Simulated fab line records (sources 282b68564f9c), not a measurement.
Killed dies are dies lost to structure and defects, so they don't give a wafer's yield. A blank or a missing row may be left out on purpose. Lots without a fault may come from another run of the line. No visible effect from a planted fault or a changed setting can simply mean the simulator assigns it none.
fab line records	flow ritCmos
record lots=5	wafers=15	lastDay=7
route steps=202 shown M1@186
lots that met no fault: from a run of the same line without faults
startH: hours from the record's opening day to when the first of the lot's shown wafers began	waitH: hours elapsed since this lot's preceding step	" same as the row above	L1.1+2: several wafers, shown together as one row	- either no value or no given start	* or withheld: withheld	< > ~ a bound
route shown NAME@n: names a module that has steps shown in the file, with the first one's number in the route	usual: the fault-free wafers' mean and standard deviation	same: alike in all rows	chamber/n: place in a boat	sites: the reading at each site	_std_site: the values' standard deviation	_edge_site: outer sites' mean less inner sites'	radiusMm: for every site, how far away it sits from the centre of the wafer	mask NAME#n: copy n	behind: the most recent tool/chamber to have shaped the wafer	hold: why the lot went on hold/how many hours it stayed there/how the hold came to an end	device: names the non-switching transistor (n, p or np)	end of line: tests of these same wafers at the route's end	a step given without rows: its recipe and nothing more	killed: not the wafer's yield, but the dies lost to structure and defects at the first sort	map: the dies of a wafer, with x for killed, . for not killed, _ for no die there
set.NAME: the setting that was run; set.NAME@STEP: the one run at that earlier step	model.NAME: the simulator's own value behind a step, which no gauge read
lots seen at some steps along the route; tables by step, rows by wafer
services: a tool's chamber out of use, with start hour (startH, from the record's first day; less than 0 if before it), hours out, and reason
## steps
# step RIT_M1_THK_MEAS_02
# recipe thkMeasGauge=xrf	reads=Al_of_M1_SPUTTER_00
# usual M1_AL_THK=397/4
lot.wafer	tool	chamber	startH	waitH	M1_AL_THK[nm]
L076.4	filmMetro-03	-	69.20	0.1	395
L076.5	"	-	"	"	393
L076.6	"	-	"	"	389
L085.3	filmMetro-03	-	120.77	0.1	403
L085.4	"	-	"	"	400
L085.6	"	-	"	"	401
L091.1	filmMetro-03	-	154.81	0.1	399
L091.2	"	-	"	"	396
L091.5	"	-	"	"	398
L096.2	filmMetro-02	-	172.08	0.1	399
L096.5	"	-	"	"	401
L096.6	"	-	"	"	403
L097.3	filmMetro-02	-	174.77	0.1	397
L097.4	"	-	"	"	399
L097.6	"	-	"	"	397
# step RIT_M1_HMDS_03
# recipe primeTimeS=60	primeTempC=140
# usual resistLineTempC=23.02/0.095
lot.wafer	tool	chamber	startH	waitH	resistLineTempC
L076.4	lithoTrack-03	0	69.30	0.1	23.00
L076.5	"	0	"	"	23.06
L076.6	"	0	"	"	22.94
L085.3	lithoTrack-02	0	120.86	0.1	22.98
L085.4	"	0	"	"	23.04
L085.6	"	0	"	"	22.91
L091.1	lithoTrack-02	0	154.87	0.1	23.00
L091.2	"	0	"	"	23.04
L091.5	"	0	"	"	22.95
L096.2	lithoTrack-02	0	172.15	0.1	23.16
L096.5	"	0	"	"	22.86
L096.6	"	0	"	"	22.89
L097.3	lithoTrack-03	0	174.86	0.1	22.98
L097.4	"	0	"	"	23.10
L097.6	"	0	"	"	22.98
# step RIT_M1_COAT_04
# recipe resist=NOVOLAK	spinRpm=2000	resistThkNm=1300
# usual dispensePressureKPa=47.4/1.6	resistLineTempC=22.99/0.11
lot.wafer	tool	chamber	startH	waitH	dispensePressureKPa	resistLineTempC
L076.4	lithoTrack-03	0	69.45	0.1	48.3	23.11
L076.5	"	0	"	"	48.3	23.02
L076.6	"	0	"	"	48.3	23.06
L085.3	lithoTrack-02	0	121.01	0.1	45.6	22.92
L085.4	"	0	"	"	45.5	23.01
L085.6	"	0	"	"	45.5	23.03
L091.1	lithoTrack-02	0	155.02	0.1	45.5	23.01
L091.2	"	0	"	"	45.5	23.01
L091.5	"	0	"	"	45.5	22.88
L096.2	lithoTrack-02	0	172.30	0.1	45.6	23.02
L096.5	"	0	"	"	45.6	22.91
L096.6	"	0	"	"	45.6	23.03
L097.3	lithoTrack-03	0	175.01	0.1	48.3	23.20
L097.4	"	0	"	"	48.3	23.01
L097.6	"	0	"	"	48.3	22.99
# step RIT_M1_SOFTBAKE_05
# recipe resist=NOVOLAK	tempC=90	timeS=60
# usual resistLineTempC=23.00/0.11
lot.wafer	tool	chamber	startH	waitH	resistLineTempC
L076.4	lithoTrack-03	0	69.60	0.1	23.14
L076.5	"	0	"	"	23.07
L076.6	"	0	"	"	23.07
L085.3	lithoTrack-02	0	121.16	0.1	22.93
L085.4	"	0	"	"	23.10
L085.6	"	0	"	"	23.13
L091.1	lithoTrack-02	0	155.17	0.1	23.06
L091.2	"	0	"	"	23.04
L091.5	"	0	"	"	23.11
L096.2	lithoTrack-02	0	172.45	0.1	23.00
L096.5	"	0	"	"	23.05
L096.6	"	0	"	"	23.10
L097.3	lithoTrack-03	0	175.16	0.1	23.03
L097.4	"	0	"	"	23.25
L097.6	"	0	"	"	23.14
# step RIT_M1_EXPOSE_06
# recipe maskId=M12	na=0.6	sourceShape=conventional	sigmaOuter=0.5	targetCdNm=2600	doseMj=250
lot.wafer	tool	chamber	startH	waitH	mask
L076.4+5+6	ilineStepper-02	0	69.97	0.3	M12#0
L085.3+4+6	ilineStepper-01	0	121.30	0.1	M12#0
L091.1+2+5	ilineStepper-01	0	155.32	0.1	M12#0
L096.2+5+6	ilineStepper-01	0	172.63	0.1	M12#0
L097.3+4+6	ilineStepper-01	0	175.30	0.1	M12#0
# step RIT_M1_PEB_07
# recipe resist=NOVOLAK	tempC=withheld	timeS=withheld
# usual resistLineTempC=*
lot.wafer	tool	chamber	startH	waitH	resistLineTempC
L076.4	lithoTrack-01	0	70.32	0.3	*
L076.5	"	0	"	"	*
L076.6	"	0	"	"	*
L085.3	lithoTrack-03	0	121.43	0.1	*
L085.4	"	0	"	"	*
L085.6	"	0	"	"	*
L091.1	lithoTrack-02	0	155.44	0.1	*
L091.2	"	0	"	"	*
L091.5	"	0	"	"	*
L096.2	lithoTrack-01	0	172.85	0.2	*
L096.5	"	0	"	"	*
L096.6	"	0	"	"	*
L097.3	lithoTrack-01	0	175.43	0.1	*
L097.4	"	0	"	"	*
L097.6	"	0	"	"	*
# step RIT_M1_DEVELOP_08
# recipe resist=NOVOLAK	developTimeS=68	devTempC=23
# usual resistLineTempC=22.98/0.1
lot.wafer	tool	chamber	startH	waitH	resistLineTempC
L076.4	lithoTrack-01	0	-	-	23.02
L076.5	"	0	"	"	22.75
L076.6	"	0	"	"	22.86
L085.3	lithoTrack-03	0	-	-	22.95
L085.4	"	0	"	"	23.06
L085.6	"	0	"	"	22.86
L091.1	lithoTrack-02	0	-	-	22.96
L091.2	"	0	"	"	22.96
L091.5	"	0	"	"	22.83
L096.2	lithoTrack-01	0	-	-	22.93
L096.5	"	0	"	"	22.75
L096.6	"	0	"	"	23.07
L097.3	lithoTrack-01	0	-	-	22.91
L097.4	"	0	"	"	22.93
L097.6	"	0	"	"	22.95
# step RIT_M1_CD_MEAS_09
# recipe targetCdNm=2600
# usual cdNm=2600.0/2.1
lot.wafer	tool	chamber	startH	waitH	cdNm
L076.4	cdSem-02	-	70.62	-	2600.3
L076.5	"	-	"	"	2600.9
L076.6	"	-	"	"	2599.0
L085.3	cdSem-02	-	121.73	-	2599.0
L085.4	"	-	"	"	2599.4
L085.6	"	-	"	"	2599.0
L091.1	cdSem-02	-	155.75	-	2595.2
L091.2	"	-	"	"	2594.6
L091.5	"	-	"	"	2594.5
L096.2	cdSem-02	-	173.16	-	2600.1
L096.5	"	-	"	"	2602.0
L096.6	"	-	"	"	2601.7
L097.3	cdSem-01	-	175.73	-	2598.5
L097.4	"	-	"	"	2598.9
L097.6	"	-	"	"	2597.9
# step RIT_M1_OVL_MEAS_10
# usual M1_OVL=-0.1/1.3
lot.wafer	tool	chamber	startH	waitH	M1_OVL[nm]
L076.4	overlay-01	-	70.70	0.1	1.6
L076.5	"	-	"	"	1.2
L076.6	"	-	"	"	1.5
L085.3	overlay-02	-	121.82	0.1	-1.6
L085.4	"	-	"	"	-1.0
L085.6	"	-	"	"	-1.4
L091.1	overlay-01	-	155.87	0.1	0.3
L091.2	"	-	"	"	0.0
L091.5	"	-	"	"	0.3
L096.2	overlay-01	-	173.27	0.1	1.7
L096.5	"	-	"	"	-1.2
L096.6	"	-	"	"	-0.4
L097.3	overlay-02	-	175.82	0.1	-1.1
L097.4	"	-	"	"	0.9
L097.6	"	-	"	"	-1.4
# step RIT_M1_HARDBAKE_11
# recipe resist=NOVOLAK	tempC=140	timeS=120
# usual resistLineTempC=23.00/0.11
lot.wafer	tool	chamber	startH	waitH	resistLineTempC
L076.4	lithoTrack-02	0	70.88	0.2	23.13
L076.5	"	0	"	"	23.05
L076.6	"	0	"	"	23.14
L085.3	lithoTrack-02	0	121.93	0.1	22.76
L085.4	"	0	"	"	22.86
L085.6	"	0	"	"	22.98
L091.1	lithoTrack-01	0	155.91	0.0	22.99
L091.2	"	0	"	"	22.99
L091.5	"	0	"	"	22.90
L096.2	lithoTrack-03	0	173.38	0.1	22.90
L096.5	"	0	"	"	23.04
L096.6	"	0	"	"	23.02
L097.3	lithoTrack-03	0	175.93	0.1	22.95
L097.4	"	0	"	"	23.05
L097.6	"	0	"	"	23.05
# step RIT_M1_METAL_ETCH_12
# recipe stopOn=SiO2	chemistry=Cl2/BCl3	target=Al	timeS=165	overEtchFrac=0.5	pressureMtorr=100	targetDepthA=6000	rfW=243.5	Cl2_flow_sccm=60	bcl3FlowSccm=50
# usual chamberPressureMTorr=100.00/0.085	drypumpMotorCurrentA=6.2/0.55	mfcCl2Sccm=60.00/0.18	oesProductAu=0.775/0.0091	throttleValvePct=8.24/0.069
lot.wafer	tool	chamber	startH	waitH	chamberPressureMTorr	drypumpMotorCurrentA	mfcCl2Sccm	oesProductAu	rfHoursCounterH	throttleValvePct
L076.4	rieMetal-02	0	71.06	0.1	100.12	6.4	60.19	0.776	-	8.23
L076.5	"	0	"	"	100.05	6.4	60.23	0.774	-	8.23
L076.6	"	1	"	"	100.03	5.6	59.90	0.779	-	8.23
L085.3	rieMetal-02	0	122.15	0.2	99.98	6.4	59.72	0.795	-	8.23
L085.4	"	1	"	"	100.29	5.6	60.28	0.789	-	8.21
L085.6	"	0	"	"	99.95	6.5	59.72	0.787	-	8.22
L091.1	rieMetal-02	1	156.16	0.2	99.90	5.7	59.99	0.788	3	8.23
L091.2	"	0	"	"	100.06	6.5	59.76	0.785	3	8.23
L091.5	"	0	"	"	99.95	6.5	59.94	0.791	-	8.21
L096.2	rieMetal-04	0	173.59	0.2	100.07	6.4	60.03	0.775	0	8.25
L096.5	"	0	"	"	99.89	6.4	60.13	0.771	-	8.26
L096.6	"	1	"	"	100.02	5.0	59.84	0.780	-	8.18
L097.3	rieMetal-03	1	176.15	0.2	100.08	6.2	60.11	0.775	-	8.37
L097.4	"	0	"	"	100.11	6.8	59.89	0.771	-	8.17
L097.6	"	1	"	"	99.95	6.2	60.02	0.773	-	8.38
# step RIT_M1_STRIP_13
# recipe chemistry=nmp	resist=NOVOLAK	tempC=80	timeS=600	dry=n2Spin
lot.wafer	tool	chamber	startH	waitH
L076.4+5+6	wetBench-04	0	71.17	0.1
L085.3+4+6	wetBench-03	2	122.26	0.1
L091.1+2+5	wetBench-01	2	156.32	0.1
L096.2+5+6	wetBench-03	3	173.75	0.1
L097.3+4+6	wetBench-01	3	176.26	0.1
# step RIT_M1_STRIP_14
# recipe chemistry=O2	timeS=180	platenTempC=withheld	powerW=500	pressureMtorr=4000	o2FlowSccm=4000
# usual chamberPressureMTorr=4000/3.9	drypumpMotorCurrentA=5.57/0.27
lot.wafer	tool	chamber	startH	waitH	chamberPressureMTorr	drypumpMotorCurrentA	rfHoursCounterH
L076.4	plasmaAsher-04	1	71.40	0.1	3998	5.28	-
L076.5	"	0	"	"	4002	5.93	-
L076.6	"	1	"	"	4002	5.29	-
L085.3	plasmaAsher-02	0	122.51	0.1	4006	5.31	-
L085.4	"	1	"	"	4006	5.36	-
L085.6	"	1	"	"	3994	5.31	-
L091.1	plasmaAsher-04	0	156.50	0.0	4001	5.98	4
L091.2	"	1	"	"	3997	5.28	4
L091.5	"	1	"	"	4006	5.29	-
L096.2	plasmaAsher-02	0	173.94	0.0	4001	5.32	58
L096.5	"	1	"	"	3999	5.37	-
L096.6	"	0	"	"	4003	5.32	-
L097.3	plasmaAsher-03	0	176.51	0.1	3998	5.86	-
L097.4	"	1	"	"	3997	5.68	-
L097.6	"	0	"	"	4001	5.86	-
# step RIT_M1_CD_MEAS_90
# recipe targetCdNm=2600
# usual cdNm=2601.8/2.4
lot.wafer	tool	chamber	startH	waitH	cdNm
L076.4	cdSem-01	-	71.58	0.1	2602.2
L076.5	"	-	"	"	2601.5
L076.6	"	-	"	"	2602.6
L085.3	cdSem-02	-	122.67	0.1	2601.0
L085.4	"	-	"	"	2603.6
L085.6	"	-	"	"	2600.6
L091.1	cdSem-01	-	156.67	0.1	2597.9
L091.2	"	-	"	"	2593.5
L091.5	"	-	"	"	2593.7
L096.2	cdSem-02	-	174.13	0.1	2602.8
L096.5	"	-	"	"	2603.7
L096.6	"	-	"	"	2601.9
L097.3	cdSem-02	-	176.66	0.1	2600.5
L097.4	"	-	"	"	2604.2
L097.6	"	-	"	"	2600.7
# step RIT_M1_ANNEAL_15
# recipe tempC=450	timeS=1800	ambient=forming_gas_H2N2
# usual zonePowerSourcePct=8.39/0.079
lot.wafer	tool	chamber	startH	waitH	zonePowerSourcePct
L076.4	furnace-02	0	72.69	1.1	8.50
L076.5	"	0	"	"	8.31
L076.6	"	0	"	"	8.26
L085.3	furnace-02	0	122.75	0.1	8.33
L085.4	"	0	"	"	8.46
L085.6	"	0	"	"	8.39
L091.1	furnace-02	0	156.79	0.1	8.32
L091.2	"	0	"	"	8.31
L091.5	"	0	"	"	8.27
L096.2	furnace-02	0	174.23	0.1	8.30
L096.5	"	0	"	"	8.31
L096.6	"	0	"	"	8.42
L097.3	furnace-02	0	176.74	0.1	8.56
L097.4	"	0	"	"	8.35
L097.6	"	0	"	"	8.49
# step RIT_M1_BOW_MEAS_16
# recipe mode=bow
# usual M1_BOW=17/6.4
lot.wafer	tool	chamber	startH	waitH	M1_BOW[um]
L076.4	filmMetro-04	-	74.25	0.1	13
L076.5	"	-	"	"	11
L076.6	"	-	"	"	19
L085.3	filmMetro-03	-	124.29	0.0	11
L085.4	"	-	"	"	21
L085.6	"	-	"	"	11
L091.1	filmMetro-03	-	158.29	0.0	12
L091.2	"	-	"	"	18
L091.5	"	-	"	"	23
L096.2	filmMetro-03	-	175.75	0.0	23
L096.5	"	-	"	"	9
L096.6	"	-	"	"	20
L097.3	filmMetro-03	-	178.28	0.0	20
L097.4	"	-	"	"	21
L097.6	"	-	"	"	12
# step RIT_M1_PROBE_99
# usual defectLimitedYield=97.3/1.2	killedAtContacts=0.1/0.25	killedAtFrontEnd=7/3.2	killedDies=7/3.2	killedOnRim=2.1/1.5	killedOpen=3.5/2.2	killedShort=3.6/2.1	sort_bin_3_pad_short=0.1/0.22	sort_bin_5_function=1.5/0.87	sort_bin_6_memory=1.1/0.65	sortNPass=257/3.2	sortYieldPct=97.3/1.2
# same grossDies=264	killed_at_M0_to_M3=0	killed_at_M4_up=0	killedAtBackSide=0	killedAtOther=0
lot.wafer	tool	chamber	startH	waitH	defectLimitedYield[%]	killedAtContacts	killedAtFrontEnd	killedDies	killedOnRim	killedOpen	killedShort	sort_bin_3_pad_short[%]	sort_bin_5_function[%]	sort_bin_6_memory[%]	sortNPass	sortYieldPct[%]
L076.4	prober-02	-	74.46	0.2	98.1	0	5	5	0	0	5	0.4	0.4	1.1	259	98.1
L076.5	prober-02	-	74.51	0.2	92.8	0	19	19	6	10	9	0.8	3.8	2.7	245	92.8
L076.6	prober-02	-	74.56	0.2	95.5	0	12	12	2	5	7	0	1.9	2.7	252	95.5
L085.3	prober-01	-	124.47	0.2	97.7	0	6	6	1	5	1	0	1.1	1.1	258	97.7
L085.4	prober-01	-	124.52	0.2	98.5	0	4	4	1	2	2	0.8	0.4	0.4	260	98.5
L085.6	prober-01	-	124.62	0.2	95.5	0	12	12	4	5	7	0.4	2.3	1.9	252	95.5
L091.1	prober-01	-	158.41	0.1	98.5	0	4	4	1	0	4	0.4	0.4	0.8	260	98.5
L091.2	prober-01	-	158.46	0.1	99.2	0	2	2	0	2	0	0	0	0.8	262	99.2
L091.5	prober-01	-	158.61	0.2	97.3	0	7	7	2	5	2	0	1.1	1.5	257	97.3
L096.2	prober-02	-	175.90	0.1	96.6	0	9	9	0	4	5	0.8	0.8	1.9	255	96.6
L096.5	prober-02	-	176.05	0.2	95.1	0	13	13	2	7	6	0	3.0	1.9	251	95.1
L096.6	prober-02	-	176.10	0.2	97.3	1	6	7	2	4	3	0.4	0.8	1.5	257	97.3
L097.3	prober-01	-	178.46	0.2	98.5	0	4	4	1	0	4	0.4	0.4	0.8	260	98.5
L097.4	prober-01	-	178.51	0.2	98.1	0	5	5	0	3	2	0	1.1	0.8	259	98.1
L097.6	prober-01	-	178.61	0.2	95.8	0	11	11	2	2	9	0.4	2.3	1.5	253	95.8
# killed by level:class
L076.4 SPACER:geometricParticle:short=4 SILICIDE:geometricParticle:short=1
L076.5 FOX1:geometricParticle:open=3 FOX1:geometricParticle:short=2 GATE:geometricParticle:short=2 GATE:geometricParticle:open=2 REOX:geometricParticle:short=2 SILICIDE:geometricParticle:short=2 SILICIDE:geometricParticle:open=2 FOX2:geometricParticle:open=1
L076.6 GATE:geometricParticle:short=4 GATE:geometricParticle:open=3 SPACER:geometricParticle:short=2 FOX1:geometricParticle:short=1 SPACER:geometricParticle:open=1 SILICIDE:geometricParticle:open=1
L085.3 FOX1:geometricParticle:open=2 GATE:geometricParticle:open=2 ACTIVE:geometricParticle:short=1 FOX2:geometricParticle:open=1
L085.4 FOX1:geometricParticle:open=1 GATE:geometricParticle:open=1 GATE:geometricParticle:short=1 SILICIDE:geometricParticle:short=1
L085.6 GATE:geometricParticle:short=3 SPACER:geometricParticle:open=3 GATE:geometricParticle:open=2 SPACER:geometricParticle:short=2 FOX1:geometricParticle:short=1 REOX:geometricParticle:short=1
L091.1 FOX1:geometricParticle:short=2 GATE:geometricParticle:short=2
L091.2 SPACER:geometricParticle:open=2
L091.5 SPACER:geometricParticle:open=2 SPACER:geometricParticle:short=2 SILICIDE:geometricParticle:open=2 GATE:geometricParticle:open=1
L096.2 GATE:geometricParticle:short=2 FOX1:geometricParticle:open=1 GATE:geometricParticle:open=1 REOX:geometricParticle:short=1 REOX:geometricParticle:open=1 SPACER:geometricParticle:short=1 SPACER:geometricParticle:open=1 SILICIDE:geometricParticle:short=1
L096.5 GATE:geometricParticle:open=3 REOX:geometricParticle:open=2 ACTIVE:geometricParticle:open=1 FOX1:geometricParticle:short=1 FOX1:geometricParticle:open=1 FOX2:geometricParticle:short=1 GATE:geometricParticle:short=1 REOX:geometricParticle:short=1
L096.6 FOX1:geometricParticle:open=2 GATE:geometricParticle:short=1 REOX:geometricParticle:open=1 SPACER:geometricParticle:short=1 SILICIDE:geometricParticle:short=1 CONTACT:geometricParticle:open=1
L097.3 FOX1:geometricParticle:short=2 GATE:geometricParticle:short=2
L097.4 FOX1:geometricParticle:open=3 FOX1:geometricParticle:short=1 GATE:geometricParticle:short=1
L097.6 SPACER:geometricParticle:short=3 FOX1:geometricParticle:short=2 GATE:geometricParticle:open=2 SILICIDE:geometricParticle:short=2 FOX2:geometricParticle:short=1 GATE:geometricParticle:short=1
## services
tool	chamber	startH	hours	kind
plasmaAsher-04	-	51.11	3.1	repair
ilineStepper-01	-	51.70	3.5	repair
rieMetal-02	-	55.97	14.6	pm
plasmaAsher-03	-	69.14	3.4	repair
plasmaAsher-04	-	77.09	1.1	repair
ilineStepper-01	-	77.96	0.8	repair
ilineStepper-02	-	99.40	1.7	pm
plasmaAsher-04	-	108.75	9.0	pm
plasmaAsher-04	0	108.75	9.0	ventCycle
plasmaAsher-04	1	108.75	9.0	ventCycle
rieMetal-02	-	109.94	0.8	repair
plasmaAsher-04	0	117.75	-	clean
plasmaAsher-04	1	117.75	-	clean
rieMetal-04	-	121.22	28.1	pm
plasmaAsher-03	-	121.61	15.6	pm
plasmaAsher-04	-	131.12	4.3	pm
rieMetal-02	-	132.45	1.4	pm
plasmaAsher-03	-	146.76	0.7	repair
rieMetal-04	-	149.32	20.0	pm
rieMetal-04	0	149.32	20.0	ventCycle
rieMetal-04	1	149.32	20.0	ventCycle
rieMetal-02	-	152.10	1.1	repair
ilineStepper-02	-	167.44	6.4	repair
rieMetal-04	0	169.32	-	clean
## key
fault none
